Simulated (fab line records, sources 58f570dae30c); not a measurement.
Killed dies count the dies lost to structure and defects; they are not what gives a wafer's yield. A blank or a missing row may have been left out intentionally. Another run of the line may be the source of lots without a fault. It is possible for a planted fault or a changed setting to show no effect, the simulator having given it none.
Which tool is to blame? :: flow berkeley-cmos170 :: 14 lots, 42 wafers sampled, at 6 steps of a route of 331

## WHAT THE GAUGES SHOWED, per wafer
UCB170_SDANNEAL_RS_MEAS_04: measurement is done with a four-point probe. Usual: PLDD_RS gives 1031.6 ohm/sq (standard deviation 2.4).
lot: L595
measured: day 7 14:03
on: film-metro-04
PLDD_RS (ohm/sq): 1026.0 1030.6 1029.9
flag: 

lot: L596
measured: day 7 14:36
on: film-metro-03
PLDD_RS (ohm/sq): 1034.8 1032.9 1033.7
flag: 

lot: L597
measured: day 7 14:44
on: film-metro-04
PLDD_RS (ohm/sq): 1033.9 1032.1 1031.0
flag: 

lot: L599
measured: day 8 14:49
on: film-metro-03
PLDD_RS (ohm/sq): 1032.0 1030.8 1033.1
flag: 

lot: L601
measured: day 8 15:06
on: film-metro-01
PLDD_RS (ohm/sq): 1031.5 1033.5 1029.9
flag: 

lot: L600
measured: day 8 15:40
on: film-metro-04
PLDD_RS (ohm/sq): 1035.8 1033.6 1033.9
flag: 

lot: L602
measured: day 9 10:29
on: film-metro-03
PLDD_RS (ohm/sq): 1033.8 1031.9 1033.6
flag: 

lot: L605
measured: day 9 14:03
on: film-metro-03
PLDD_RS (ohm/sq): 1037.9 1035.4 1030.3
flag: 

lot: L606
measured: day 10 07:55
on: film-metro-03
PLDD_RS (ohm/sq): 1032.0 1035.1 1032.4
flag: 

lot: L607
measured: day 10 07:55
on: film-metro-01
PLDD_RS (ohm/sq): 1035.4 1032.1 1033.8
flag: 

lot: L608
measured: day 10 08:04
on: film-metro-04
PLDD_RS (ohm/sq): 1030.7 1029.2 1030.4
flag: 

lot: L614
measured: day 11 21:22
on: film-metro-01
PLDD_RS (ohm/sq): 1029.8 1031.6 1028.5
flag: 

lot: L618
measured: day 13 00:38
on: film-metro-01
PLDD_RS (ohm/sq): 1030.3 1030.8 1031.6
flag: 

lot: L616
measured: day 13 00:38
on: film-metro-03
PLDD_RS (ohm/sq): 1029.3 1034.8 1030.1
flag: 

UCB170_M1_CD_MEAS_90: target cd 700 nm. Usual: 700.3 nm for cd-nm, sd 2.2.
lot: L595
measured: day 7 22:24
on: cd-sem-02
cd-nm (nm): 702.5 701.6 700.2
flag: 

lot: L596
measured: day 8 00:36
on: cd-sem-01
cd-nm (nm): 703.2 701.4 700.7
flag: 

lot: L597
measured: day 8 00:41
on: cd-sem-01
cd-nm (nm): 696.0 693.9 697.7
flag: 

lot: L599
measured: day 8 23:05
on: cd-sem-02
cd-nm (nm): 701.4 702.0 701.3
flag: 

lot: L601
measured: day 8 23:24
on: cd-sem-02
cd-nm (nm): 697.8 697.7 701.9
flag: 

lot: L600
measured: day 9 00:17
on: cd-sem-02
cd-nm (nm): 697.0 698.9 699.6
flag: 

lot: L602
measured: day 9 17:37
on: cd-sem-01
cd-nm (nm): 701.9 702.9 699.3
flag: 

lot: L605
measured: day 9 22:40
on: cd-sem-02
cd-nm (nm): 701.1 700.8 702.1
flag: 

lot: L606
measured: day 10 14:50
on: cd-sem-02
cd-nm (nm): 704.8 704.2 701.0
flag: 

lot: L607
measured: day 10 14:35
on: cd-sem-02
cd-nm (nm): 701.0 699.0 700.5
flag: 

lot: L608
measured: day 10 15:04
on: cd-sem-02
cd-nm (nm): 700.9 701.7 700.6
flag: 

lot: L614
measured: day 12 13:01
on: cd-sem-02
cd-nm (nm): 688.3 690.3 688.3 688.5 690.5 687.7
flag: OFF

lot: L618
measured: day 13 13:22
on: cd-sem-02
cd-nm (nm): 703.8 702.6 702.9
flag: 

lot: L616
measured: day 13 15:50
on: cd-sem-01
cd-nm (nm): 691.3 691.1 689.5 691.4 691.7 689.6
flag: OFF

UCB170_V1_THK_MEAS_01. Usual: V1_TEOS_THK gives 2005 nm (standard deviation 26).
lot: L595
measured: day 8 00:30
on: film-metro-03
V1_TEOS_THK (nm): 1973 2019 2012
flag: 

lot: L596
measured: day 8 03:10
on: film-metro-02
V1_TEOS_THK (nm): 1986 2030 1987
flag: 

lot: L597
measured: day 8 03:09
on: film-metro-03
V1_TEOS_THK (nm): 1972 2003 2012
flag: 

lot: L599
measured: day 9 01:27
on: film-metro-03
V1_TEOS_THK (nm): 1985 1975 2009
flag: 

lot: L601
measured: day 9 01:27
on: film-metro-01
V1_TEOS_THK (nm): 1953 1949 1993
flag: 

lot: L600
measured: day 9 02:47
on: film-metro-02
V1_TEOS_THK (nm): 2028 2062 2073
flag: 

lot: L602
measured: day 9 19:13
on: film-metro-02
V1_TEOS_THK (nm): 1990 2019 2028
flag: 

lot: L605
measured: day 10 00:15
on: film-metro-03
V1_TEOS_THK (nm): 1985 2031 2009
flag: 

lot: L606
measured: day 10 17:31
on: film-metro-03
V1_TEOS_THK (nm): 2003 2009 2032
flag: 

lot: L607
measured: day 10 16:11
on: film-metro-01
V1_TEOS_THK (nm): 1986 2031 2020
flag: 

lot: L608
measured: day 10 17:31
on: film-metro-02
V1_TEOS_THK (nm): 1951 1989 2021
flag: 

lot: L614
measured: day 12 17:56
on: film-metro-02
V1_TEOS_THK (nm): 2003 2019 2041
flag: 

lot: L618
measured: day 13 15:56
on: film-metro-01
V1_TEOS_THK (nm): 1989 2027 2025
flag: 

lot: L616
measured: day 14 00:23
on: film-metro-02
V1_TEOS_THK (nm): 1982 1968 2029
flag: 

UCB170_V1_BOW_MEAS_03. Usual: V1_BOW gives 19 um (standard deviation 7.1).
lot: L595
measured: day 8 00:53
on: film-metro-02
V1_BOW (um): 20 9 23
flag: 

lot: L596
measured: day 8 03:33
on: film-metro-02
V1_BOW (um): 14 16 9
flag: 

lot: L597
measured: day 8 03:31
on: film-metro-03
V1_BOW (um): 14 17 0
flag: 

lot: L599
measured: day 9 01:49
on: film-metro-02
V1_BOW (um): 11 0 27
flag: 

lot: L601
measured: day 9 01:49
on: film-metro-03
V1_BOW (um): 25 26 29
flag: 

lot: L600
measured: day 9 03:08
on: film-metro-01
V1_BOW (um): 27 21 21
flag: 

lot: L602
measured: day 9 19:35
on: film-metro-03
V1_BOW (um): 15 23 16
flag: 

lot: L605
measured: day 10 00:38
on: film-metro-02
V1_BOW (um): 22 18 14
flag: 

lot: L606
measured: day 10 17:53
on: film-metro-01
V1_BOW (um): 22 27 23
flag: 

lot: L607
measured: day 10 16:34
on: film-metro-03
V1_BOW (um): 19 8 12
flag: 

lot: L608
measured: day 10 18:11
on: film-metro-03
V1_BOW (um): 36 24 21
flag: 

lot: L614
measured: day 12 18:18
on: film-metro-03
V1_BOW (um): 18 22 14
flag: 

lot: L618
measured: day 13 16:18
on: film-metro-03
V1_BOW (um): 15 19 21
flag: 

lot: L616
measured: day 14 01:02
on: film-metro-03
V1_BOW (um): 17 9 18
flag: 

## TOOL THAT RAN EACH LOT (tool first, then ch and the chambers of the sampled wafers, then the start)
lot: L595
UCB170_M1_METAL_ETCH_12: rie-metal-03 ch 0,1, day 7 22:10
UCB170_M1_STRIP_13: plasma-asher-03 ch 0,1, day 7 22:18

lot: L596
UCB170_M1_METAL_ETCH_12: rie-metal-04 ch 0,1, day 8 00:22
UCB170_M1_STRIP_13: plasma-asher-03 ch 0,1, day 8 00:30

lot: L597
UCB170_M1_METAL_ETCH_12: rie-metal-03 ch 0,1, day 8 00:26
UCB170_M1_STRIP_13: plasma-asher-04 ch 0,1, day 8 00:34

lot: L599
UCB170_M1_METAL_ETCH_12: rie-metal-03 ch 0,1, day 8 22:50
UCB170_M1_STRIP_13: plasma-asher-02 ch 0,1, day 8 22:58

lot: L601
UCB170_M1_METAL_ETCH_12: rie-metal-04 ch 0,1, day 8 23:10
UCB170_M1_STRIP_13: plasma-asher-04 ch 0,1, day 8 23:18

lot: L600
UCB170_M1_METAL_ETCH_12: rie-metal-02 ch 0,1, day 9 00:03
UCB170_M1_STRIP_13: plasma-asher-03 ch 0,1, day 9 00:11

lot: L602
UCB170_M1_METAL_ETCH_12: rie-metal-02 ch 1, day 9 17:22
UCB170_M1_STRIP_13: plasma-asher-03 ch 0,1, day 9 17:29

lot: L605
UCB170_M1_METAL_ETCH_12: rie-metal-02 ch 0,1, day 9 22:26
UCB170_M1_STRIP_13: plasma-asher-04 ch 0,1, day 9 22:33

lot: L606
UCB170_M1_METAL_ETCH_12: rie-metal-04 ch 0,1, day 10 14:35
UCB170_M1_STRIP_13: plasma-asher-04 ch 1, day 10 14:43

lot: L607
UCB170_M1_METAL_ETCH_12: rie-metal-02 ch 0,1, day 10 14:20
UCB170_M1_STRIP_13: plasma-asher-02 ch 0,1, day 10 14:28

lot: L608
UCB170_M1_METAL_ETCH_12: rie-metal-03 ch 0,1, day 10 14:49
UCB170_M1_STRIP_13: plasma-asher-03 ch 0,1, day 10 14:57

lot: L614
UCB170_M1_METAL_ETCH_12: rie-metal-02 ch 0,1, day 12 12:44
UCB170_M1_STRIP_13: plasma-asher-04 ch 0,1, day 12 12:52

lot: L618
UCB170_M1_METAL_ETCH_12: rie-metal-03 ch 0,1, day 13 13:06
UCB170_M1_STRIP_13: plasma-asher-04 ch 0,1, day 13 13:14

lot: L616
UCB170_M1_METAL_ETCH_12: rie-metal-02 ch 0, day 13 15:29
UCB170_M1_STRIP_13: plasma-asher-02 ch 0,1, day 13 15:43
- UCB170_M1_METAL_ETCH_12: etches Al in Cl2/BCl3, stops on PSG, target depth 780 nm, time 130 s.
- UCB170_M1_STRIP_13: strips in O2.

## AS READ BY THE TOOLS THEMSELVES (means over the sampled wafers that have a number; for cases with no such wafer, the mark the record gives instead)
UCB170_M1_METAL_ETCH_12. Usual: drypump-motor-current-A 5.7 A, standard deviation 0.35; oes-product-au 0.851 a.u., standard deviation 0.015; throttle-valve-pct 24.27 %, standard deviation 0.19.
lot: L595
tool: rie-metal-03
drypump-motor-current-A (A): 5.5
oes-product-au (a.u.): 0.870
throttle-valve-pct (%): 24.05
flag: 

lot: L596
tool: rie-metal-04
drypump-motor-current-A (A): 6.3
oes-product-au (a.u.): 0.848
throttle-valve-pct (%): 24.39
flag: 

lot: L597
tool: rie-metal-03
drypump-motor-current-A (A): 5.4
oes-product-au (a.u.): 0.866
throttle-valve-pct (%): 24.16
flag: 

lot: L599
tool: rie-metal-03
drypump-motor-current-A (A): 5.4
oes-product-au (a.u.): 0.866
throttle-valve-pct (%): 24.17
flag: 

lot: L601
tool: rie-metal-04
drypump-motor-current-A (A): 6.0
oes-product-au (a.u.): 0.850
throttle-valve-pct (%): 24.43
flag: 

lot: L600
tool: rie-metal-02
drypump-motor-current-A (A): 5.7
oes-product-au (a.u.): 0.832
throttle-valve-pct (%): 24.45
flag: 

lot: L602
tool: rie-metal-02
drypump-motor-current-A (A): 5.6
oes-product-au (a.u.): 0.829
throttle-valve-pct (%): 24.52
flag: 

lot: L605
tool: rie-metal-02
drypump-motor-current-A (A): 5.8
oes-product-au (a.u.): 0.842
throttle-valve-pct (%): 24.37
flag: 

lot: L606
tool: rie-metal-04
drypump-motor-current-A (A): 6.0
oes-product-au (a.u.): 0.860
throttle-valve-pct (%): 24.43
flag: 

lot: L607
tool: rie-metal-02
drypump-motor-current-A (A): 5.8
oes-product-au (a.u.): 0.844
throttle-valve-pct (%): 24.38
flag: 

lot: L608
tool: rie-metal-03
drypump-motor-current-A (A): 5.4
oes-product-au (a.u.): 0.861
throttle-valve-pct (%): 24.11
flag: 

lot: L614
tool: rie-metal-02
drypump-motor-current-A (A): 5.8
oes-product-au (a.u.): 0.715
throttle-valve-pct (%): 24.43
flag: OFF

lot: L618
tool: rie-metal-03
drypump-motor-current-A (A): 5.4
oes-product-au (a.u.): 0.865
throttle-valve-pct (%): 24.04
flag: 

lot: L616
tool: rie-metal-02
drypump-motor-current-A (A): 5.9
oes-product-au (a.u.): 0.734
throttle-valve-pct (%): 24.35
flag: OFF

UCB170_M1_STRIP_13. Usual: drypump-motor-current-A 6.04 A, standard deviation 0.24; o2-flow-sccm 400.0 sccm, standard deviation 1.2; oes-product-au 0.720 a.u., standard deviation 0.0045.
lot: L595
tool: plasma-asher-03
drypump-motor-current-A (A): 5.96
o2-flow-sccm (sccm): 400.1
oes-product-au (a.u.): 0.722
flag: 

lot: L596
tool: plasma-asher-03
drypump-motor-current-A (A): 5.96
o2-flow-sccm (sccm): 400.5
oes-product-au (a.u.): 0.719
flag: 

lot: L597
tool: plasma-asher-04
drypump-motor-current-A (A): 5.94
o2-flow-sccm (sccm): 399.1
oes-product-au (a.u.): 0.722
flag: 

lot: L599
tool: plasma-asher-02
drypump-motor-current-A (A): 6.23
o2-flow-sccm (sccm): 399.0
oes-product-au (a.u.): 0.718
flag: 

lot: L601
tool: plasma-asher-04
drypump-motor-current-A (A): 6.14
o2-flow-sccm (sccm): 399.5
oes-product-au (a.u.): 0.719
flag: 

lot: L600
tool: plasma-asher-03
drypump-motor-current-A (A): 5.96
o2-flow-sccm (sccm): 400.9
oes-product-au (a.u.): 0.719
flag: 

lot: L602
tool: plasma-asher-03
drypump-motor-current-A (A): 5.97
o2-flow-sccm (sccm): 400.6
oes-product-au (a.u.): 0.722
flag: 

lot: L605
tool: plasma-asher-04
drypump-motor-current-A (A): 5.93
o2-flow-sccm (sccm): 400.2
oes-product-au (a.u.): 0.720
flag: 

lot: L606
tool: plasma-asher-04
drypump-motor-current-A (A): 5.72
o2-flow-sccm (sccm): 398.6
oes-product-au (a.u.): 0.722
flag: 

lot: L607
tool: plasma-asher-02
drypump-motor-current-A (A): 6.22
o2-flow-sccm (sccm): 400.4
oes-product-au (a.u.): 0.721
flag: 

lot: L608
tool: plasma-asher-03
drypump-motor-current-A (A): 5.96
o2-flow-sccm (sccm): 401.1
oes-product-au (a.u.): 0.716
flag: 

lot: L614
tool: plasma-asher-04
drypump-motor-current-A (A): 6.15
o2-flow-sccm (sccm): 400.3
oes-product-au (a.u.): 0.622
flag: OFF

lot: L618
tool: plasma-asher-04
drypump-motor-current-A (A): 6.13
o2-flow-sccm (sccm): 399.8
oes-product-au (a.u.): 0.717
flag: 

lot: L616
tool: plasma-asher-02
drypump-motor-current-A (A): 6.21
o2-flow-sccm (sccm): 400.1
oes-product-au (a.u.): 0.628
flag: OFF

## THE ANSWER, worked out from the rows above alone
Rule: lot off if the mean of its wafers having a number is beyond 3 standard deviations from the usual mean. Also off: a lot with no number at a reading for which 4 or more lots have one. All remaining lots with rows at the step are treated as sound. Order of review: gauges by route order, followed by the tools' own readings, for which a lot's mean as printed above is used. At the first step where some lot is off, the reading lying furthest off is the one used; lots without a number count as furthest.
Off: L614, L616 (UCB170_M1_CD_MEAS_90, cd-nm).
A tool fits if, at a process step before that reading, it ran every lot that is off, and no sound lot after the first of them. The gauges at UCB170_M1_CD_MEAS_90 aren't tried: what is off there is off at UCB170_M1_METAL_ETCH_12 too, on other tools, and a gauge's error can't cause that. One fits: rie-metal-02 at UCB170_M1_METAL_ETCH_12. A fault onset in the window from L607 (day 10 14:20, its last sound lot) to L614 (day 12 12:44, its first lot off) fits.
On the lots that are off, the tool's own readings at UCB170_M1_METAL_ETCH_12 differ by more than 5 times the standard deviation of the sound lots' means, which bears it out; oes-product-au reads 0.724 a.u. there versus 0.853 a.u. on the sound lots.

## WHAT HAD BEEN PUT IN BY THE SIMULATOR
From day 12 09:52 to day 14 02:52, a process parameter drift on rie-metal-02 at UCB170_M1_METAL_ETCH_12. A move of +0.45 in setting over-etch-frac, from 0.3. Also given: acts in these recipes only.
Shown lots that were struck: L614, L616. This agrees with what the rule above found.
